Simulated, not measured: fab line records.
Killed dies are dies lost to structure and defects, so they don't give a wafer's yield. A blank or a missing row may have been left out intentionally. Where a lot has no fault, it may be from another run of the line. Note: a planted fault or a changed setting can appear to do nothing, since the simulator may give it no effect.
Which of the tools did it? | flow berkeley_cmos170 | Sampling: 14 lots, 42 wafers, 5 of 331 route steps

== WHAT THE GAUGES READ, wafer by wafer ==
UCB170_M1_CD_MEAS_90: target cd 700 nm. Usual: cd_nm at 699.8 nm, with a standard deviation of 1.8.
lot  | measured     | on        | cd_nm (nm)        | flag
L872 | day 7 00:31  | cd_sem-01 | 698.8 696.6 695.1 |
L875 | day 7 16:25  | cd_sem-02 | 701.6 702.8 700.9 |
L876 | day 8 01:27  | cd_sem-02 | 699.4 698.6 701.5 |
L877 | day 8 01:43  | cd_sem-01 | 699.6 699.4 699.6 |
L878 | day 8 11:45  | cd_sem-01 | 701.2 695.4 700.2 |
L879 | day 8 11:56  | cd_sem-01 | 708.1 709.2 707.3 | OFF
L882 | day 9 14:54  | cd_sem-02 | 709.0 706.0 705.6 | OFF
L883 | day 9 15:07  | cd_sem-01 | 698.6 698.9 696.9 |
L887 | day 10 02:02 | cd_sem-01 | 697.7 695.5 698.1 |
L890 | day 10 12:14 | cd_sem-02 | 697.8 699.2 698.8 |
L891 | day 11 09:06 | cd_sem-01 | 700.3 701.2 701.6 |
L892 | day 11 10:23 | cd_sem-02 | 700.9 699.9 700.0 |
L894 | day 11 19:25 | cd_sem-02 | 698.5 701.2 701.1 |
L895 | day 11 21:14 | cd_sem-02 | 699.1 697.9 700.2 |

UCB170_M2_RS_MEAS_02: measurement is done with a four-point probe. Usual: M2_AL_RS gives 0.0321 ohm/sq (standard deviation 0.00033).
lot  | measured     | on            | M2_AL_RS (ohm/sq)    | flag
L872 | day 7 08:53  | film_metro-02 | 0.0316 0.0317 0.0314 |
L875 | day 7 22:37  | film_metro-02 | 0.0321 0.0322 0.0319 |
L876 | day 8 11:28  | film_metro-04 | 0.0319 0.0317 0.0320 |
L877 | day 8 11:31  | film_metro-02 | 0.0317 0.0319 0.0318 |
L878 | day 8 18:37  | film_metro-01 | 0.0322 0.0320 0.0321 |
L879 | day 8 18:49  | film_metro-02 | 0.0317               |
L883 | day 10 00:15 | film_metro-01 | 0.0325 0.0321 0.0327 |
L887 | day 10 10:39 | film_metro-02 | 0.0321 0.0325 0.0326 |
L890 | day 10 20:45 | film_metro-04 | 0.0317 0.0320 0.0319 |
L891 | day 11 18:19 | film_metro-01 | 0.0327 0.0324 0.0319 |
L892 | day 11 18:28 | film_metro-04 | 0.0323 0.0321 0.0320 |
L894 | day 12 02:18 | film_metro-04 | 0.0320 0.0325 0.0325 |
L895 | day 12 02:35 | film_metro-02 | 0.0319 0.0324 0.0317 |

== WHICH TOOL RAN EACH LOT (tool, then ch and the chambers of the sampled wafers, then the start) ==
lot  | UCB170_CONTACT_RTA_08            | UCB170_M1_METAL_ETCH_12           | UCB170_V1_STRIP_15
L872 | rtp_anneal-02 ch 0, day 6 20:41  | rie_metal-02 ch 0,1, day 7 00:16  | plasma_asher-04 ch 1, day 7 08:31
L875 | rtp_anneal-01 ch 0, day 7 10:05  | rie_metal-03 ch 0,1, day 7 16:11  | plasma_asher-04 ch 0,1, day 7 22:15
L876 | rtp_anneal-02 ch 0, day 7 21:55  | rie_metal-03 ch 0, day 8 01:08    | plasma_asher-01 ch 0,1, day 8 11:06
L877 | rtp_anneal-01 ch 0, day 7 22:06  | rie_metal-01 ch 1, day 8 01:18    | plasma_asher-03 ch 1, day 8 11:07
L878 | rtp_anneal-02 ch 0, day 8 05:25  | rie_metal-02 ch 0,1, day 8 11:31  | plasma_asher-04 ch 0,1, day 8 18:15
L879 | rtp_anneal-01 ch 0, day 8 05:25  | rie_metal-03 ch 0, day 8 11:35    | plasma_asher-03 ch 1, day 8 18:25
L882 | rtp_anneal-02 ch 0, day 9 10:15  | rie_metal-03 ch 0,1, day 9 14:26  | -
L883 | rtp_anneal-02 ch 0, day 9 10:26  | rie_metal-02 ch 0,1, day 9 14:53  | plasma_asher-04 ch 0,1, day 9 23:50
L887 | rtp_anneal-01 ch 0, day 9 21:50  | rie_metal-01 ch 0,1, day 10 01:48 | plasma_asher-03 ch 0,1, day 10 09:56
L890 | rtp_anneal-01 ch 0, day 10 07:55 | rie_metal-02 ch 0,1, day 10 11:59 | plasma_asher-03 ch 0,1, day 10 20:22
L891 | rtp_anneal-02 ch 0, day 11 05:57 | rie_metal-02 ch 0,1, day 11 08:52 | plasma_asher-04 ch 0,1, day 11 17:57
L892 | rtp_anneal-01 ch 0, day 11 07:07 | rie_metal-01 ch 1, day 11 10:08   | plasma_asher-01 ch 0,1, day 11 18:04
L894 | rtp_anneal-01 ch 0, day 11 15:52 | rie_metal-02 ch 0,1, day 11 19:10 | plasma_asher-03 ch 0,1, day 12 01:55
L895 | rtp_anneal-02 ch 0, day 11 17:41 | rie_metal-03 ch 0,1, day 11 20:59 | plasma_asher-04 ch 0,1, day 12 02:11
- UCB170_CONTACT_RTA_08: time 10 s.
- UCB170_M1_METAL_ETCH_12: etches Al in Cl2/BCl3, stops on PSG, target depth 780 nm, time 130 s.
- UCB170_V1_STRIP_15: strips in O2.

== WHAT THE TOOLS THEMSELVES READ (means of the sampled wafers that have a number; where no wafer has one, the mark that the record gives instead) ==
UCB170_CONTACT_RTA_08. Usual: lamp_power_pct 21.2 %, standard deviation 1.7; wafer_temp_C_max 905.1, standard deviation 1.1.
lot  | tool          | lamp_power_pct (%) | wafer_temp_C_max | flag
L872 | rtp_anneal-02 | 19.4               | 904.1            |
L875 | rtp_anneal-01 | 22.8               | 906.1            |
L876 | rtp_anneal-02 | 19.5               | 904.0            |
L877 | rtp_anneal-01 | 22.8               | 904.2            |
L878 | rtp_anneal-02 | 19.5               | 904.8            |
L879 | rtp_anneal-01 | 22.8               | 905.6            |
L882 | rtp_anneal-02 | 19.5               | 905.8            |
L883 | rtp_anneal-02 | 19.5               | 904.0            |
L887 | rtp_anneal-01 | 22.8               | 906.0            |
L890 | rtp_anneal-01 | 22.8               | 906.0            |
L891 | rtp_anneal-02 | 19.5               | 905.0            |
L892 | rtp_anneal-01 | 22.8               | 906.3            |
L894 | rtp_anneal-01 | 22.8               | 906.0            |
L895 | rtp_anneal-02 | 19.5               | 904.4            |

UCB170_M1_METAL_ETCH_12. Usual: drypump_motor_current_A 5.8 A, standard deviation 0.47; oes_product_au 0.847 a.u., standard deviation 0.012; throttle_valve_pct 24.36 %, standard deviation 0.15.
lot  | tool         | drypump_motor_current_A (A) | oes_product_au (a.u.) | throttle_valve_pct (%) | flag
L872 | rie_metal-02 | 5.5                         | 0.852                 | 24.19                  |
L875 | rie_metal-03 | 5.8                         | 0.845                 | 24.43                  |
L876 | rie_metal-03 | 5.3                         | 0.839                 | 24.39                  |
L877 | rie_metal-01 | 6.3                         | 0.862                 | 24.32                  |
L878 | rie_metal-02 | 5.9                         | 0.843                 | 24.20                  |
L879 | rie_metal-03 | 5.3                         | 0.800                 | 24.42                  | OFF
L882 | rie_metal-03 | 5.8                         | 0.821                 | 24.43                  |
L883 | rie_metal-02 | 5.5                         | 0.844                 | 24.18                  |
L887 | rie_metal-01 | 6.1                         | 0.853                 | 24.46                  |
L890 | rie_metal-02 | 5.9                         | 0.843                 | 24.20                  |
L891 | rie_metal-02 | 5.4                         | 0.840                 | 24.18                  |
L892 | rie_metal-01 | 6.3                         | 0.855                 | 24.34                  |
L894 | rie_metal-02 | 5.9                         | 0.849                 | 24.20                  |
L895 | rie_metal-03 | 5.7                         | 0.855                 | 24.43                  |

UCB170_V1_STRIP_15. Usual: drypump_motor_current_A 5.6 A, standard deviation 0.32; oes_product_au 0.722 a.u., standard deviation 0.0046; strip_time_to_endpoint_s 15.36 s, standard deviation 0.13.
lot  | tool            | drypump_motor_current_A (A) | oes_product_au (a.u.) | strip_time_to_endpoint_s (s) | flag
L872 | plasma_asher-04 | 6.1                         | 0.718                 | 15.41                        |
L875 | plasma_asher-04 | 6.0                         | 0.724                 | 15.42                        |
L876 | plasma_asher-01 | 5.4                         | 0.720                 | 15.34                        |
L877 | plasma_asher-03 | 5.5                         | 0.724                 | 15.34                        |
L878 | plasma_asher-04 | 6.0                         | 0.719                 | 15.39                        |
L879 | plasma_asher-03 | 5.5                         | 0.720                 | 15.27                        |
L883 | plasma_asher-04 | 5.9                         | 0.724                 | 15.37                        |
L887 | plasma_asher-03 | 5.4                         | 0.721                 | 15.45                        |
L890 | plasma_asher-03 | 5.4                         | 0.720                 | 15.40                        |
L891 | plasma_asher-04 | 5.9                         | 0.722                 | 15.38                        |
L892 | plasma_asher-01 | 5.4                         | 0.719                 | 15.10                        |
L894 | plasma_asher-03 | 5.4                         | 0.719                 | 15.14                        |
L895 | plasma_asher-04 | 5.9                         | 0.722                 | 15.17                        |

== THE ANSWER, worked out from the rows above alone ==
Rule: take the mean of a lot's wafers that have a number; if it is more than 3 standard deviations from the usual mean, the lot is off. Also off: a lot with no number at a reading for which 4 or more lots have one. All remaining lots with rows at the step are treated as sound. First the gauges in route order, then the tools' own readings, where a lot's mean is used as printed above. At the first step where some lot is off, the reading lying furthest off is the one used; lots without a number count as furthest.
Off: L879, L882 (UCB170_M1_CD_MEAS_90, cd_nm).
If a tool, at a process step before that reading, ran all the lots that are off and no sound lot after the first of them, it fits. Those tools and the gauges at UCB170_M1_CD_MEAS_90 are tried in the same way. No candidate that was tried fits.

== WHAT THE SIMULATOR HAD INSERTED ==
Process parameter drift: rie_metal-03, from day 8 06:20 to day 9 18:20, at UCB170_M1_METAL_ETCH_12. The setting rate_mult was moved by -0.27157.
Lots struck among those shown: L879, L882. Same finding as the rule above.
